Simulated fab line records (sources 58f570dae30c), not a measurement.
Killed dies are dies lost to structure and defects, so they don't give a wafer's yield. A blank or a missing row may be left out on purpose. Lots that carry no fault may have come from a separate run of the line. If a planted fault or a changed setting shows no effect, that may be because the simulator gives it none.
Which of the tools did it? | flow berkeley cmos170 | 21 wafers from 7 lots sampled at 2 of the route's 331 steps

== WHAT THE GAUGES READ, wafer by wafer ==
UCB170_GATE_THK_MEAS_02.
lot  | measured     | on            | GATE_OXIDE_THK (nm)
L975 | day 6 19:34  | film metro-04 | 6.55 6.53 6.57
L977 | day 7 12:04  | film metro-03 | 6.68 6.64 6.72
L979 | day 7 22:07  | film metro-03 | 6.48 6.58 6.51
L982 | day 8 09:44  | film metro-02 | 6.70 6.78 6.83
L984 | day 8 09:49  | film metro-03 | 6.70 6.79 6.62
L990 | day 10 04:28 | film metro-02 | 5.99 6.16 6.14
L992 | day 10 05:57 | film metro-03 | 6.02 6.15 6.13

== EACH LOT AND THE TOOL THAT RAN IT (in order: tool; ch and the chambers of the sampled wafers; start) ==
lot  | UCB170_GATE_OXIDATION_01
L975 | furnace-03 ch 0, day 6 18:02
L977 | furnace-04 ch 0, day 7 10:33
L979 | furnace-01 ch 0, day 7 20:35
L982 | furnace-03 ch 0, day 8 08:13
L984 | furnace-03 ch 0, day 8 08:13
L990 | furnace-03 ch 0, day 10 02:56
L992 | furnace-03 ch 0, day 10 04:26
- UCB170_GATE_OXIDATION_01: target thk 6.6 nm, ox time 1800 s.

== THE ANSWER, worked out from the rows above alone ==
Rule: the usual values come from the lots themselves. Put in order of their means at a reading, lots are off if they are a third of the lots or fewer, leave a main group of 4 or more, and stand apart from it by a gap of 3 or more times the standard deviation of the main group's means; of several such gaps the widest counts. Not used: any main group whose means are identical at the precision the tables above print for the reading. Also off: a lot with no number at a reading for which 4 or more lots have one. Any other lot the step has rows for is counted as sound.
Off: L990, L992, seen at UCB170_GATE_THK_MEAS_02 (GATE_OXIDE_THK). Mean 6.65 nm and standard deviation 0.094 in the main group.
If a tool, at a process step before that reading, ran all the lots that are off and no sound lot after the first of them, it fits. Gauges at UCB170_GATE_THK_MEAS_02: tried the same way as those tools. One fits: UCB170_GATE_OXIDATION_01 on furnace-03. A fault onset in the window from L982 (day 8 08:13, its last sound lot) to L990 (day 10 02:56, its first lot off) fits.

== WHAT WAS PUT IN BY THE SIMULATOR ==
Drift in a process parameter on furnace-03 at UCB170_GATE_OXIDATION_01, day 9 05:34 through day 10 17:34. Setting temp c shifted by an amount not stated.
Struck lots among those shown: L990, L992. Same finding as the rule above.
